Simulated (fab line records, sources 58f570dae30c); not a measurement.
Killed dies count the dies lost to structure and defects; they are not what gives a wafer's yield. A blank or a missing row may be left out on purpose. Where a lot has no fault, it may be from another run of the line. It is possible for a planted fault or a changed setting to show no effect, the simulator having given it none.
Which tool was responsible?	flow berkeley cmos170	7 lots with 21 wafers sampled at 2 steps, on a route of 331 steps

== WHAT EACH GAUGE READ, for each wafer ==
UCB170_PLDD_CD_MEAS_06: target cd 1200 nm.
lot	measured	on	cd nm (nm)
L845	day 6 09:39	cd sem-01	1197.9 1199.1 1198.9
L848	day 7 07:10	cd sem-02	1197.2 1197.5 1197.5
L850	day 7 22:44	cd sem-02	1199.3 1198.5 1198.3
L853	day 8 13:33	cd sem-01	1201.2 1199.6 1201.3
L856	day 9 12:44	cd sem-01	1200.0 1199.9 1201.0
L860	day 9 17:40	cd sem-01	1219.8 1218.4 1218.0
L861	day 10 07:14	cd sem-01	1198.9 1199.7 1199.2

== TOOL THAT RAN EACH LOT (tool first, then ch and the chambers of the sampled wafers, then the start) ==
lot	UCB170_PLDD_EXPOSE_03
L845	krf scanner-02 ch 0, day 6 09:13
L848	krf scanner-02 ch 0, day 7 06:46
L850	krf scanner-01 ch 0, day 7 22:06
L853	krf scanner-01 ch 0, day 8 12:53
L856	krf scanner-02 ch 0, day 9 12:06
L860	krf scanner-02 ch 0, day 9 16:54
L861	krf scanner-01 ch 0, day 10 06:31
- UCB170_PLDD_EXPOSE_03: exposes mask PSELECT, target cd 1200 nm.

== THE ANSWER, worked out from the rows above alone ==
Rule: what is usual is taken from the lots themselves. The widest of any qualifying gaps counts: lots, ordered by their means at a reading, are off when they make up no more than a third of the lots, leave a main group of 4 or more, and stand apart from it by 3 or more times the standard deviation of that group's means. If all means in a main group match to the digits the tables above print for the reading, that group is not used. A lot without any number at a reading at which 4 lots or more have one is off too. The other lots that the step has rows for count as sound.
Off: L860 (UCB170_PLDD_CD_MEAS_06, cd nm). Main group: mean 1199.2 nm, sd 1.1.
If a tool, at a process step before that reading, ran all the lots that are off and no sound lot after the first of them, it fits. Gauges at UCB170_PLDD_CD_MEAS_06: tried the same way as those tools. One fits: UCB170_PLDD_EXPOSE_03 on krf scanner-02. A fault onset in the window from L856 (day 9 12:06, its last sound lot) to L860 (day 9 16:54, its first lot off) fits.

== WHAT THE SIMULATOR HAD PUT IN ==
Process parameters drifting: krf scanner-02 at UCB170_PLDD_EXPOSE_03, beginning at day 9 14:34. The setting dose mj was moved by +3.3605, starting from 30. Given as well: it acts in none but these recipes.
Lots struck among those shown: L860. The rule above reached the same finding.
